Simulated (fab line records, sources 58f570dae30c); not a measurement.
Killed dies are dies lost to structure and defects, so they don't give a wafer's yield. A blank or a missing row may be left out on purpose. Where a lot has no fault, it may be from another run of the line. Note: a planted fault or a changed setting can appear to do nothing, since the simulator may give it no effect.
The tool behind it: which one? + flow berkeley cmos170 + 39 wafers from 13 lots sampled at 4 of the route's 331 steps

## WHAT THE GAUGES SHOWED, per wafer
UCB170_V1_CD_MEAS_12: the cd target is 700 nm.
| lot  | measured     | on        | cd nm (nm)        |
|------|--------------|-----------|-------------------|
| L579 | day 7 22:20  | cd sem-01 | 700.0 698.7 699.9 |
| L580 | day 7 22:28  | cd sem-02 | 700.1 700.0 698.4 |
| L582 | day 7 22:35  | cd sem-01 | 698.8 700.6 699.6 |
| L578 | day 7 22:44  | cd sem-02 | 701.9 700.5 701.2 |
| L581 | day 7 23:05  | cd sem-02 | 699.4 699.9 699.1 |
| L584 | day 8 19:29  | cd sem-02 | 698.3 695.8 698.0 |
| L586 | day 9 00:11  | cd sem-02 | 699.7 698.7 701.0 |
| L583 | day 9 00:26  | cd sem-02 | 699.9 700.3 699.7 |
| L588 | day 9 20:34  | cd sem-02 | 701.6 699.8 699.8 |
| L592 | day 10 18:02 | cd sem-01 | 702.0 702.7 702.3 |
| L597 | day 11 08:44 | cd sem-01 | 698.0 698.4 699.6 |
| L596 | day 11 08:28 | cd sem-02 | 701.0 699.0 700.9 |
| L601 | day 12 00:53 | cd sem-02 | 701.6 702.2 701.2 |

UCB170_M3_CD_MEAS_15: the cd target is 700 nm.
| lot  | measured     | on        | cd nm (nm)        |
|------|--------------|-----------|-------------------|
| L579 | day 8 06:41  | cd sem-02 | 699.2 698.3 699.2 |
| L580 | day 8 07:21  | cd sem-02 | 700.3 700.3 698.6 |
| L582 | day 8 07:51  | cd sem-02 | 700.2 700.5 701.1 |
| L578 | day 8 08:09  | cd sem-01 | 697.3 695.3 696.2 |
| L581 | day 8 08:38  | cd sem-01 | 700.6 699.8 700.8 |
| L584 | day 9 05:53  | cd sem-02 | 700.0 701.0 700.5 |
| L586 | day 9 08:40  | cd sem-01 | 699.1 699.1 698.0 |
| L583 | day 9 08:44  | cd sem-02 | 701.8 702.0 701.6 |
| L588 | day 10 10:39 | cd sem-01 | 704.0 704.2 703.1 |
| L592 | day 11 03:46 | cd sem-02 | 700.1 700.3 700.0 |
| L597 | day 11 19:50 | cd sem-01 | 700.3 700.9 701.2 |
| L596 | day 11 19:17 | cd sem-01 | 698.1 699.0 698.3 |
| L601 | day 12 08:39 | cd sem-02 | 699.2 700.4 700.4 |

## WHICH TOOL RAN EACH LOT (tool, then ch and the chambers of the sampled wafers, then the start)
| lot  | UCB170_M1_METAL_ETCH_12           | UCB170_M3_COAT_10                 |
|------|-----------------------------------|-----------------------------------|
| L579 | rie metal-01 ch 0,1, day 7 14:56  | litho track-04 ch 0, day 8 05:00  |
| L580 | rie metal-02 ch 0,1, day 7 15:29  | litho track-03 ch 0, day 8 06:00  |
| L582 | rie metal-03 ch 0,1, day 7 15:52  | litho track-03 ch 0, day 8 06:00  |
| L578 | rie metal-01 ch 0,1, day 7 16:26  | litho track-04 ch 0, day 8 07:00  |
| L581 | rie metal-02 ch 0,1, day 7 16:43  | litho track-04 ch 0, day 8 07:00  |
| L584 | rie metal-03 ch 0,1, day 8 13:41  | litho track-04 ch 0, day 9 04:00  |
| L586 | rie metal-01 ch 0,1, day 8 16:03  | litho track-03 ch 0, day 9 07:00  |
| L583 | rie metal-02 ch 0,1, day 8 16:46  | litho track-02 ch 0, day 9 07:00  |
| L588 | rie metal-02 ch 0,1, day 9 12:49  | litho track-04 ch 0, day 10 09:00 |
| L592 | rie metal-02 ch 0,1, day 10 09:40 | litho track-02 ch 0, day 11 02:00 |
| L597 | rie metal-02 ch 0,1, day 10 23:31 | litho track-03 ch 0, day 11 18:00 |
| L596 | rie metal-03 ch 0, day 11 00:24   | litho track-03 ch 0, day 11 18:00 |
| L601 | rie metal-02 ch 0,1, day 11 19:47 | litho track-02 ch 0, day 12 07:00 |
- UCB170_M1_METAL_ETCH_12: etches Al in Cl2/BCl3, stops on PSG, target depth 780 nm, time 130 s.
- UCB170_M3_COAT_10: resist thk 900 nm.

## AS READ BY THE TOOLS THEMSELVES (means over the sampled wafers that have a number; for cases with no such wafer, the mark the record gives instead)
UCB170_M1_METAL_ETCH_12.
| lot  | tool         | bcl3 flow sccm (sccm) | drypump motor current A (A) | oes product au (a.u.) | throttle valve pct (%) |
|------|--------------|-----------------------|-----------------------------|-----------------------|------------------------|
| L579 | rie metal-01 | 45.06                 | 5.8                         | 0.853                 | 24.27                  |
| L580 | rie metal-02 | 45.01                 | 5.5                         | 0.843                 | 24.59                  |
| L582 | rie metal-03 | 45.06                 | 5.0                         | 0.848                 | 24.57                  |
| L578 | rie metal-01 | 44.97                 | 5.9                         | 0.847                 | 24.18                  |
| L581 | rie metal-02 | 45.08                 | 5.5                         | 0.839                 | 24.59                  |
| L584 | rie metal-03 | 44.98                 | 5.0                         | 0.858                 | 24.56                  |
| L586 | rie metal-01 | 44.95                 | 5.9                         | 0.851                 | 24.20                  |
| L583 | rie metal-02 | 44.97                 | 5.5                         | 0.843                 | 24.59                  |
| L588 | rie metal-02 | 44.93                 | 5.5                         | 0.835                 | 24.58                  |
| L592 | rie metal-02 | 45.03                 | 5.9                         | 0.840                 | 24.41                  |
| L597 | rie metal-02 | 44.98                 | 5.9                         | 0.846                 | 24.41                  |
| L596 | rie metal-03 | 44.85                 | 5.7                         | 0.866                 | 24.46                  |
| L601 | rie metal-02 | 44.92                 | 5.9                         | 0.855                 | 24.41                  |

## THE ANSWER, worked out from the rows above alone
Rule: usual is defined by the lots themselves. The widest of any qualifying gaps counts: lots, ordered by their means at a reading, are off when they make up no more than a third of the lots, leave a main group of 4 or more, and stand apart from it by 3 or more times the standard deviation of that group's means. The tables above print the reading to a certain number of digits; a main group whose means all agree to those digits is not used. A lot without any number at a reading at which 4 lots or more have one is off too. Where the step has rows for the other lots, those lots are counted as sound. The gauges are gone through in route order, then the tools' own readings, and for those a lot's mean is taken as printed above. The first step at which some lot is off is used, and at that step the reading that is off furthest; a lot without a number counts as furthest.
No lot is off at any reading shown: from this, nothing can be told.

## WHAT THE SIMULATOR PUT IN
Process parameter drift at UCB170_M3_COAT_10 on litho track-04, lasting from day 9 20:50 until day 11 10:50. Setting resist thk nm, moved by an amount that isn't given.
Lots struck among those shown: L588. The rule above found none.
